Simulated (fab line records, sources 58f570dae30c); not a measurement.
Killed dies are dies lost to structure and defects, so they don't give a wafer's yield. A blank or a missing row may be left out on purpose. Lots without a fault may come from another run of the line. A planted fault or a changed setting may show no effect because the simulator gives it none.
One fault seen from 2 desks | flow berkeley_cmos170 | each desk has only its own numbers; what lay behind them comes last

THE TOOL OWNER'S DESK: krf_scanner-01
The tool's own readings at UCB170_M3_EXPOSE_12 (exposes mask METAL3, target cd 700 nm): means of the sampled wafers that have a number, for each lot that ran on this tool. A lot is out of limits, marked OUT, if its mean lies more than 4 standard deviations from the usual mean; the brackets give that distance.
Columns: A = exposure_dose_mJ_cm2 at UCB170_M3_EXPOSE_12, usual 26.021; B = stage_vel_mm_s at UCB170_M3_EXPOSE_12, usual 499.98 mm/s
lot  | first seen here | A                | B
L138 | day 7 18:17     | 26.034           | 500.55
L139 | day 8 10:59     | 26.027           | 499.83
L143 | day 9 06:49     | 25.758 (-10) OUT | 500.04
L155 | day 11 17:34    | 26.034           | 499.81
L154 | day 11 17:41    | 26.013           | 499.94
L159 | day 12 03:14    | 26.004           | 500.00
L158 | day 12 03:37    | 25.998           | 500.04
L160 | day 12 06:38    | 26.013           | 500.12
This desk's finding: out of limits on L143; first on L143, day 9 06:49 (exposure_dose_mJ_cm2 at UCB170_M3_EXPOSE_12). In limits: L138, L139, L155, L154, L159, L158, L160.

THE METROLOGY DESK
What the gauges read, lot by lot, whatever tool the lot ran on: means of the sampled wafers that have a number. A lot is out of limits, marked OUT, if its mean lies more than 4 standard deviations from the usual mean; the brackets give that distance.
Columns: A = cd_nm at UCB170_M2_CD_MEAS_90, usual 698 nm; B = cd_nm at UCB170_M3_CD_MEAS_15, usual 699.6 nm; C = M3_OVL at UCB170_M3_OVL_MEAS_16, usual -1 nm
lot  | first seen here | A   | B     | C
L137 | day 7 09:26     | 699 | 699.6 | -12
L138 | day 7 12:16     | 700 | 696.7 | -6
L140 | day 8 04:50     | 699 | 700.2 | 0
L139 | day 8 05:12     | 697 | 699.9 | 4
L142 | day 8 13:43     | 700 | 700.1 | -4
L143 | day 9 01:00     | 696 | 694.7 | -6
L155 | day 11 10:14    | 701 | 699.3 | 1
L154 | day 11 10:20    | 701 | 698.4 | 8
L153 | day 11 10:29    | 699 | 699.5 | -9
L156 | day 11 10:47    | 697 | 697.0 | -4
L159 | day 11 22:43    | 698 | 697.6 | 3
L158 | day 11 22:47    | 699 | 700.7 | -1
L160 | day 12 01:53    | 694 | 700.8 | 1
This desk's finding: nothing out of limits on any of the 13 lots.

PUT TOGETHER
The tool owner's desk could have raised an alarm at day 9 06:49, on L143.
The metrology desk saw nothing out of limits.
The metrology desk has L143 on record, within its limits.
Of the lots named, all ran UCB170_M3_EXPOSE_12 on krf_scanner-01.

WHAT THE SIMULATOR HAD PUT IN
Process parameter drift: krf_scanner-01, from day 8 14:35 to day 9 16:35, at UCB170_M3_EXPOSE_12. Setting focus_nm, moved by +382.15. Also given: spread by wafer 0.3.
Lots struck among those shown: L143.
Hours from the fault's start to each desk's first reading out of limits: the tool owner's desk, 16.
